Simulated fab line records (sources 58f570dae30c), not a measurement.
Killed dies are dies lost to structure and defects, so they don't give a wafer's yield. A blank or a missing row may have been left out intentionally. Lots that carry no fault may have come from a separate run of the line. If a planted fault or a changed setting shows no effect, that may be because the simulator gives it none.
fab line records    flow berkeleyCmos170
record lots=14  wafers=42  lastDay=12
route steps=331 shown M3@327
lots untouched by any fault: they come from a run of this same line in which no faults occurred
startH: hours from the record's opening day to when the first of the lot's shown wafers began    waitH: hours since the lot's step before    " repeats the value in the row above    L1.1+2: a single row standing in for several wafers    - no value present, or no start provided    * or withheld: withheld    < > ~ a bound
route shown NAME@n: a module of which the file shows steps, and the number in the route of the first    usual: mean/standard deviation taken from wafers without a fault    same: alike in all rows    chamber/n: place in a boat    sites: readings site by site    _std_site: their standard deviation    _edge_site: outer sites' mean less inner sites'    radiusMm: for every site, how far away it sits from the centre of the wafer    mask NAME#n: copy n    behind: the most recent tool/chamber to have shaped the wafer    hold: the reason the lot was held/the length of the hold in hours/how it ended    device: transistor that didn't switch, given as n, p or np    end of line: tests run on the same wafers once the route is complete    a step without rows: its recipe alone    killed: at the first sort, the dies lost to defects and structure; wafer yield is something else    map: a wafer's dies, marking killed ones x, the rest . and places with no die _
set.NAME: the setting as run; set.NAME@STEP: as run at that earlier step    model.NAME: the simulator's own value behind a step, which no gauge read
steps of the route over a sample of lots; a table a step, a row a wafer
services: when a tool's chamber went out of use (startH, in hours from the record's first day, below 0 if earlier), for how many hours, and the reason
## steps
# step UCB170_M3_METAL_ETCH_18
# recipe chemistry=Cl2/BCl3  target=Al  stopOn=SiO2  pressureMtorr=12  targetDepthA=11700  overEtchFrac=0.3  timeS=195  icpW=600  biasW=120  Cl2_flow_sccm=90  bcl3FlowSccm=45
# usual chamberPressureMTorr=11.999/0.012  drypumpMotorCurrentA=5.6/0.57  heBacksideLeakSccm=3.40/0.14  oesProductAu=0.850/0.016  overEtchFrac=0.3/0  throttleValvePct=24.27/0.2
lot.wafer  tool         chamber  startH  waitH  chamberPressureMTorr  drypumpMotorCurrentA  heBacksideLeakSccm  oesProductAu  overEtchFrac  rfHoursCounterH  throttleValvePct
L492.2     rieMetal-04  1        172.04  -      12.009                6.5                   3.43                0.849         0.3           7                24.33
L492.4     "            1        "       "      11.997                6.5                   3.38                0.856         0.3           -                24.33
L492.6     "            1        "       "      12.009                6.5                   3.09                0.843         0.3           -                24.34
L493.1     rieMetal-01  1        176.60  -      12.002                5.9                   3.37                0.892         0.3           9                24.23
L493.5     "            1        "       "      12.004                5.9                   3.39                0.873         0.3           -                24.20
L493.6     "            0        "       "      12.005                5.4                   3.48                0.858         0.3           -                24.38
L495.1     rieMetal-04  0        186.84  -      11.989                5.0                   3.35                0.830         0.3           2                23.96
L495.5     "            1        "       "      11.998                6.6                   3.41                0.843         0.3           -                24.34
L495.6     "            0        "       "      12.006                5.0                   3.39                0.819         0.3           -                23.97
L494.3     rieMetal-01  0        187.90  -      11.993                5.4                   3.38                0.845         0.3           -                24.41
L494.5     "            1        "       "      11.989                5.9                   3.33                0.876         0.3           -                24.22
L494.6     "            0        "       "      12.004                5.4                   3.48                0.837         0.3           -                24.39
L497.3     rieMetal-04  0        197.67  -      12.021                5.0                   3.33                0.839         0.3           -                23.97
L497.4     "            1        "       "      12.002                6.6                   3.38                0.844         0.3           -                24.34
L497.6     "            1        "       "      11.969                6.6                   3.49                0.852         0.3           -                24.34
L498.1     rieMetal-01  1        198.33  -      12.001                5.9                   3.48                0.877         0.3           10               24.23
L498.3     "            1        "       "      12.005                5.9                   3.73                0.875         0.3           -                24.21
L498.4     "            0        "       "      12.008                5.4                   3.29                0.854         0.3           -                24.37
L503.1     rieMetal-01  0        220.82  -      11.999                5.4                   3.38                0.806         0.45315       7                24.40
L503.3     "            1        "       "      11.988                5.9                   3.48                0.821         0.45315       -                24.24
L503.6     "            1        "       "      12.003                5.9                   3.61                0.839         0.45315       -                24.23
L507.1     rieMetal-02  1        240.53  -      11.965                5.2                   3.41                0.858         0.3           2                24.66
L507.4     "            0        "       "      12.016                5.3                   3.12                0.842         0.3           -                24.31
L507.5     "            1        "       "      11.986                5.2                   3.25                0.857         0.3           -                24.64
L505.2     rieMetal-01  0        240.96  -      12.000                5.4                   3.33                0.798         0.45315       8                24.39
L505.3     "            0        "       "      12.005                5.4                   3.38                0.803         0.45315       -                24.40
L505.6     "            0        "       "      11.987                5.4                   3.39                0.795         0.45315       -                24.41
L510.1     rieMetal-04  1        251.92  -      12.000                6.5                   3.36                0.855         0.3           9                24.34
L510.2     "            0        "       "      11.978                5.0                   3.34                0.822         0.3           5                23.95
L510.6     "            1        "       "      11.994                6.6                   3.44                0.848         0.3           -                24.34
L509.1     rieMetal-02  1        255.15  -      11.996                5.2                   3.25                0.861         0.3           2                24.66
L509.3     "            0        "       "      11.992                5.3                   3.07                0.848         0.3           -                24.33
L509.4     "            1        "       "      11.997                5.2                   3.49                0.849         0.3           -                24.64
L511.1     rieMetal-04  0        266.00  -      12.004                5.0                   3.48                0.826         0.3           5                23.97
L511.2     "            1        "       "      12.019                6.6                   3.17                0.838         0.3           9                24.35
L511.5     "            1        "       "      11.966                6.5                   3.27                0.840         0.3           -                24.34
L512.3     rieMetal-04  0        277.86  -      11.995                5.0                   3.48                0.822         0.3           -                23.98
L512.4     "            1        "       "      12.020                6.6                   3.20                0.838         0.3           -                24.35
L512.6     "            1        "       "      12.012                6.5                   3.28                0.843         0.3           -                24.34
L514.1     rieMetal-04  1        278.43  -      11.980                6.5                   3.42                0.851         0.3           10               24.36
L514.2     "            0        "       "      11.995                5.1                   3.44                0.822         0.3           5                23.98
L514.4     "            1        "       "      12.009                6.5                   3.08                0.849         0.3           -                24.35
# step UCB170_M3_STRIP_19
# recipe chemistry=O2  powerW=400  pressureMtorr=3500  platenTempC=withheld  o2FlowSccm=400  overashFraction=0.5
# usual chamberPressureMTorr=3500/3.2  drypumpMotorCurrentA=5.7/0.5  oesProductAu=0.538/0.011
lot.wafer  tool            chamber  startH  waitH  chamberPressureMTorr  drypumpMotorCurrentA  oesProductAu  rfHoursCounterH
L492.2     plasmaAsher-04  0        172.22  0.1    3503                  5.9                   0.543         48
L492.4     "               0        "       "      3499                  5.9                   0.550         -
L492.6     "               1        "       "      3502                  5.0                   0.552         -
L493.1     plasmaAsher-02  1        176.79  0.1    3506                  5.3                   0.553         48
L493.5     "               1        "       "      3501                  5.3                   0.545         -
L493.6     "               0        "       "      3501                  5.8                   0.541         -
L495.1     plasmaAsher-02  0        187.03  0.1    3498                  5.8                   0.531         49
L495.5     "               0        "       "      3503                  5.8                   0.547         -
L495.6     "               1        "       "      3500                  5.3                   0.540         -
L494.3     plasmaAsher-04  1        188.06  0.1    3497                  5.0                   0.535         -
L494.5     "               1        "       "      3502                  5.0                   0.547         -
L494.6     "               0        "       "      3502                  5.9                   0.543         -
L497.3     plasmaAsher-04  0        197.83  0.1    3498                  5.9                   0.542         -
L497.4     "               1        "       "      3503                  5.0                   0.549         -
L497.6     "               0        "       "      3499                  5.9                   0.560         -
L498.1     plasmaAsher-01  1        198.52  0.1    3500                  6.5                   0.546         10
L498.3     "               1        "       "      3505                  6.5                   0.545         -
L498.4     "               0        "       "      3498                  5.9                   0.538         -
L503.1     plasmaAsher-02  0        221.01  0.1    3500                  5.8                   0.464         52
L503.3     "               0        "       "      3498                  5.8                   0.459         -
L503.6     "               1        "       "      3502                  5.3                   0.466         -
L507.1     plasmaAsher-04  0        240.72  0.1    3496                  6.0                   0.529         56
L507.4     "               0        "       "      3501                  5.9                   0.532         -
L507.5     "               1        "       "      3495                  5.0                   0.532         -
L505.2     plasmaAsher-04  0        241.15  0.1    3497                  6.0                   0.462         56
L505.3     "               0        "       "      3502                  5.9                   0.467         -
L505.6     "               1        "       "      3498                  5.0                   0.466         -
L510.1     plasmaAsher-01  0        252.10  0.1    3498                  6.0                   0.547         16
L510.2     "               1        "       "      3504                  6.5                   0.542         16
L510.6     "               0        "       "      3501                  5.9                   0.532         -
L509.1     plasmaAsher-04  1        255.34  0.1    3502                  5.0                   0.508         57
L509.3     "               0        "       "      3507                  5.9                   0.522         -
L509.4     "               1        "       "      3495                  5.0                   0.524         -
L511.1     plasmaAsher-01  0        266.19  0.1    3500                  5.9                   0.536         17
L511.2     "               1        "       "      3496                  6.5                   0.544         17
L511.5     "               1        "       "      3501                  6.5                   0.549         -
L512.3     plasmaAsher-04  0        278.02  0.1    3502                  5.9                   0.536         -
L512.4     "               1        "       "      3504                  5.0                   0.523         -
L512.6     "               0        "       "      3502                  5.9                   0.521         -
L514.1     plasmaAsher-04  0        278.61  0.1    3497                  5.9                   0.544         60
L514.2     "               1        "       "      3500                  5.0                   0.537         60
L514.4     "               1        "       "      3501                  5.0                   0.549         -
## services
tool            chamber  startH  hours  kind
plasmaAsher-04  -        176.20  0.8    repair
plasmaAsher-02  -        197.61  2.8    pm
rieMetal-02     -        207.76  28.1   pm
plasmaAsher-04  -        231.42  2.1    repair
## key
firstSign step=UCB170_M3_METAL_ETCH_18  reading=overEtchFrac  direction=up  sigmas=99+  usual=0.3  struck=0.45315
effect step=UCB170_M3_METAL_ETCH_18  reading=oesProductAu  direction=down  sigmas=2.5  usual=0.850  struck=0.810
effect step=UCB170_M3_STRIP_19  reading=oesProductAu  direction=down  sigmas=6.9  usual=0.538  struck=0.464
metAt UCB170_M3_METAL_ETCH_18
struckLots L503,L505
onsetBetween 198.33 220.82
fault kind=processParameterDrift  tool=rieMetal-01  chamber=-  onsetH=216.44  steps=UCB170_M3_METAL_ETCH_18  channel=overEtchFrac  offset=0.15315  shape=step  endH=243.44  actsIn=theseRecipesOnly  stated=0.3
